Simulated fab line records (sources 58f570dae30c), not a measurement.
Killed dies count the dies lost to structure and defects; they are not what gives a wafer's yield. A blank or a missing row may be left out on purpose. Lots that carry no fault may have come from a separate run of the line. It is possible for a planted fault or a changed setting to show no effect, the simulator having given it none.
A struck lot beside a sound one | flow berkeley cmos170 | 44 out of 331 route steps
Sound: wafers L153.2, L153.5, L153.6. Wafers L162.2, L162.4, L162.6 were the ones struck. The cause comes at the end.
For every step that has rows: the tool of each side, followed by ch and its chambers, followed by its first start. Under that, the readings that differ: sound wafers | struck wafers | difference of the means | sigmas: that difference in standard deviations of wafers without a fault.
alike: same words and numbers on both sides, and readings whose means sit less than 2 such deviations apart. not compared: any withheld reading, any reading some wafer has no value for, any bound like >300 that may hide the same value, and any number with overlapping values for which the record gives no deviation.
The two part at a step that has a row with sigmas, a row that says differs or no value, or rows on one side only. Numbers that don't overlap but have no deviation are shown without sigmas and don't part them. Lack of a reading on every wafer of one side parts them only where that side has two or more wafers.

first, 1 step without rows for these wafers: UCB170_PLDD_STRIP_10 (strips in O2).
UCB170_PLDD_TW_MEAS_11:
  sound: film metro-04 at day 9 12:00; struck: film metro-03 at day 11 06:14
  reading | sound          | struck      | difference | sigmas
  PLDD_TW | 1013 1016 1021 | 991 995 992 | -24        | -3
then, 7 steps without rows for these wafers: UCB170_PLDD_CLEAN_12 (cleans in SPM, time 600 s); UCB170_NLDD_HMDS_00 (prime time 60 s); UCB170_NLDD_COAT_01 (resist thk 900 nm); UCB170_NLDD_SOFTBAKE_02 (time 60 s); UCB170_NLDD_EXPOSE_03 (exposes mask NSELECT, target cd 1200 nm); UCB170_NLDD_PEB_04; UCB170_NLDD_DEVELOP_05 (develop time 45 s).
UCB170_NLDD_CD_MEAS_06: target cd 1200 nm.
  sound: cd sem-01 at day 9 13:51; struck: cd sem-01 at day 11 07:38
  reading    | sound                | struck               | difference | sigmas
  cd nm (nm) | 1201.1 1201.1 1202.3 | 1196.5 1196.3 1196.3 | -5.1       | -3
UCB170_NLDD_OVL_MEAS_07:
  sound: overlay-02 at day 9 13:58; struck: overlay-01 at day 11 07:44
  alike: NLDD_OVL
next, for these wafers, 1 step has no rows: UCB170_NLDD_IMPLANT_08.
UCB170_NLDD_IMPLANT_09:
  sound on implanter-01 ch 0, day 9 14:10; struck on implanter-04 ch 0, day 11 07:56
  reading            | sound                         | struck                       | difference | sigmas
  dose ions cm2      | 5.004e+13 5.002e+13 5.001e+13 | 4.414e+13 4.41e+13 4.413e+13 | -5.900e+12 | -99 or more
  faraday current uA | 155.1 162.6 155.4             | 133.6 140.7 141.9            | -19.0      | -6
UCB170_NLDD_STRIP_10: strips in O2.
  sound on plasma asher-02 ch 0,1, day 9 14:17; struck on plasma asher-03 ch 0,1, day 11 08:04
  alike: chamber pressure mTorr, drypump motor current A, oes product au, strip time to endpoint s
  not compared: rf hours counter h
UCB170_NLDD_TW_MEAS_11:
  sound: film metro-04 at day 9 14:24; struck: film metro-03 at day 11 08:10
  reading | sound          | struck         | difference | sigmas
  NLDD_TW | 2233 2229 2242 | 2128 2129 2142 | -102       | -5
then, 1 step without rows for these wafers: UCB170_NLDD_CLEAN_12 (cleans in SPM, time 600 s).
UCB170_SPACER_CVD_00: deposits SiO2 from TEOS/O2, target thk 376 nm, time 47 s.
  sound on pecvd-01 ch 0,1,2, day 9 14:37; struck on pecvd-03 ch 0,1,2, day 11 08:24
  alike: heater power w
UCB170_SPACER_THK_MEAS_01:
  sound: film metro-03 at day 9 14:40; struck: film metro-03 at day 11 08:27
  alike: SPACER_TEOS_THK
then, 1 step without rows for these wafers: UCB170_SPACER_ANNEAL_02 (time 1800 s).
UCB170_SPACER_ETCHBACK_03: etches SiO2 in CHF3/CF4/Ar, stops on Si, target depth 376 nm, time 100 s.
  sound on rie diel-01 ch 0,1, day 9 21:27; struck on rie diel-02 ch 0,1,2, day 11 14:02
  reading                | sound          | struck         | difference | sigmas
  throttle valve pct (%) | 6.35 6.35 6.36 | 6.44 6.65 6.50 | +0.18      | +2
  alike: chamber pressure mTorr, drypump motor current A, oes product au
  not compared: rf hours counter h
then, 6 steps without rows for these wafers: UCB170_PSD_HMDS_00 (prime time 60 s); UCB170_PSD_COAT_01 (resist thk 900 nm); UCB170_PSD_SOFTBAKE_02 (time 60 s); UCB170_PSD_EXPOSE_03 (exposes mask PSELECT MOD, target cd 1200 nm); UCB170_PSD_PEB_04; UCB170_PSD_DEVELOP_05 (develop time 45 s).
UCB170_PSD_CD_MEAS_06: target cd 1200 nm.
  sound: cd sem-01 at day 9 22:53; struck: cd sem-01 at day 11 15:17
  alike: cd nm
UCB170_PSD_OVL_MEAS_07:
  sound: overlay-02 at day 9 22:59; struck: overlay-02 at day 11 15:24
  alike: PSD_OVL
next, for these wafers, 1 step has no rows: UCB170_PSD_IMPLANT_08.
UCB170_PSD_STRIP_09: strips in O2.
  sound on plasma asher-01 ch 0,1, day 9 23:10; struck on plasma asher-03 ch 0,1, day 11 15:35
  alike: chamber pressure mTorr, drypump motor current A, oes product au, strip time to endpoint s
  not compared: rf hours counter h
UCB170_PSD_TW_MEAS_10:
  sound: film metro-03 at day 9 23:17; struck: film metro-02 at day 11 15:41
  alike: PSD_TW
then, 7 steps without rows for these wafers: UCB170_PSD_CLEAN_11 (cleans in SPM, time 600 s); UCB170_NSD_HMDS_00 (prime time 60 s); UCB170_NSD_COAT_01 (resist thk 900 nm); UCB170_NSD_SOFTBAKE_02 (time 60 s); UCB170_NSD_EXPOSE_03 (exposes mask NSELECT MOD, target cd 1200 nm); UCB170_NSD_PEB_04; UCB170_NSD_DEVELOP_05 (develop time 45 s).
UCB170_NSD_CD_MEAS_06: target cd 1200 nm.
  sound: cd sem-01 at day 10 01:40; struck: cd sem-01 at day 11 18:22
  alike: cd nm
UCB170_NSD_OVL_MEAS_07:
  sound: overlay-02 at day 10 01:47; struck: overlay-01 at day 11 18:29
  alike: NSD_OVL
next, for these wafers, 1 step has no rows: UCB170_NSD_IMPLANT_08.
UCB170_NSD_STRIP_09: strips in O2.
  sound on plasma asher-04 ch 0,1, day 10 01:58; struck on plasma asher-02 ch 0,1, day 11 18:40
  reading                     | sound       | struck      | difference | sigmas
  drypump motor current A (A) | 6.3 6.0 6.3 | 5.3 5.3 5.8 | -0.7       | -2
  alike: chamber pressure mTorr, oes product au, strip time to endpoint s
  not compared: rf hours counter h
UCB170_SDANNEAL_RS_MEAS_05: the measuring method here is four-point-probe.
  sound: film metro-02 at day 10 04:13; struck: film metro-03 at day 11 20:16
  reading          | sound             | struck            | difference | sigmas
  NLDD_RS (ohm/sq) | 616.5 617.6 616.4 | 643.9 643.6 644.1 | +27.0      | +23
UCB170_M3_PROBE_99:
  sound: prober-01 at day 11 02:25; struck: prober-02 at day 12 16:56
  reading                      | sound             | struck          | difference | sigmas
  model.etest.nldd.line ohm um | 1233 1250 1236    | 1339 1340 1335  | +98        |
  model.etest.nldd.rs ohm sq   | 790.9 787.2 780.2 | 818.1 812 820.4 | +30.7      |

== WHERE THEY PART ==
First at UCB170_PLDD_TW_MEAS_11; last, within this record, at UCB170_SDANNEAL_RS_MEAS_05.

WHY: what had been put in by the simulator
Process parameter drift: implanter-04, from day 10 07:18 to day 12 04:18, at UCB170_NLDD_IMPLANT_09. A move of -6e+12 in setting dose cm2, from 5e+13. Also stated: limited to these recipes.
